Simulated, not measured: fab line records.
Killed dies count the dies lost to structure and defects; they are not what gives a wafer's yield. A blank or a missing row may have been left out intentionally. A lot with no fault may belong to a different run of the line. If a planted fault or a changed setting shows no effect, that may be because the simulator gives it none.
Tool commonality check    flow rit_cmos    42 wafers sampled across 14 lots

== THE REASON FOR OPENING IT ==
At RIT_NWELL_TW_MEAS_10 the reading NWELL_TW is flagged on 2 of 14 lots. No-fault wafers: 2130, standard deviation 10.
Rule: a lot is flagged when every wafer of it that has a number lies more than 4 standard deviations from that mean, or none has a number. The other lots count as sound.

lot   measured     on             NWELL_TW, wafer by wafer  flag
L260  day 1 20:53  film_metro-03  2111 2130 2134            
L262  day 2 08:11  film_metro-04  2129 2138 2127            
L263  day 2 12:03  film_metro-04  2130 2117 2125            
L264  day 2 18:18  film_metro-04  2140 2141 2119            
L266  day 3 03:26  film_metro-01  2114 2122 2118            
L268  day 3 15:32  film_metro-04  2145 2132 2133            
L272  day 4 09:17  film_metro-03  2660 2658 2653            FLAGGED
L274  day 4 20:32  film_metro-01  2134 2134 2135            
L276  day 5 05:19  film_metro-01  2639 2635 2632            FLAGGED
L279  day 5 20:52  film_metro-01  2127 2115 2121            
L280  day 6 01:40  film_metro-01  2132 2125 2124            
L281  day 6 05:53  film_metro-04  2131 2126 2125            
L282  day 6 10:56  film_metro-01  2132 2124 2125            
L283  day 6 15:49  film_metro-01  2129 2134 2123            
Average over the flagged lots: 2646; offset from the usual +516, equal to +52 standard deviations.

== WHICH TOOL EACH LOT WENT THROUGH ==
The record holds 1 process step before the reading, out of a route of 202 steps. Cell contents, in order: the tool; ch with the chambers the sampled wafers went through; the start.
lot   flag     RIT_NWELL_IMPLANT_08
L260           implanter-04 ch 0, day 1 20:35
L262           implanter-03 ch 0, day 2 07:52
L263           implanter-04 ch 0, day 2 11:43
L264           implanter-03 ch 0, day 2 17:59
L266           implanter-04 ch 0, day 3 03:07
L268           implanter-04 ch 0, day 3 15:13
L272  FLAGGED  implanter-03 ch 0, day 4 08:39
L274           implanter-04 ch 0, day 4 20:13
L276  FLAGGED  implanter-02 ch 0, day 5 04:40
L279           implanter-04 ch 0, day 5 20:33
L280           implanter-02 ch 0, day 6 01:22
L281           implanter-03 ch 0, day 6 05:34
L282           implanter-03 ch 0, day 6 10:37
L283           implanter-04 ch 0, day 6 15:31
What the steps here do:
- RIT_NWELL_IMPLANT_08
- RIT_NWELL_TW_MEAS_10

== FLAGGED OVER TOTAL, TOOL BY TOOL (the gauges that took the reading come last) ==
step                  tool           lots run  flagged  share of the flagged lots  sound lots run after its first flagged lot
RIT_NWELL_IMPLANT_08  implanter-02   2         1        some                       1 (L280)
RIT_NWELL_IMPLANT_08  implanter-03   5         1        some                       2 (L281,L282)
RIT_NWELL_IMPLANT_08  implanter-04   7         0        none                       -
RIT_NWELL_TW_MEAS_10  film_metro-01  7         1        some                       4 (L279,L280,L282,L283)
RIT_NWELL_TW_MEAS_10  film_metro-03  2         1        some                       0
RIT_NWELL_TW_MEAS_10  film_metro-04  5         0        none                       -

== WHAT IS ALLOWED BY THE TABLE ==
No row of the table ran every flagged lot.

== WHAT HAD BEEN PUT IN BY THE SIMULATOR ==
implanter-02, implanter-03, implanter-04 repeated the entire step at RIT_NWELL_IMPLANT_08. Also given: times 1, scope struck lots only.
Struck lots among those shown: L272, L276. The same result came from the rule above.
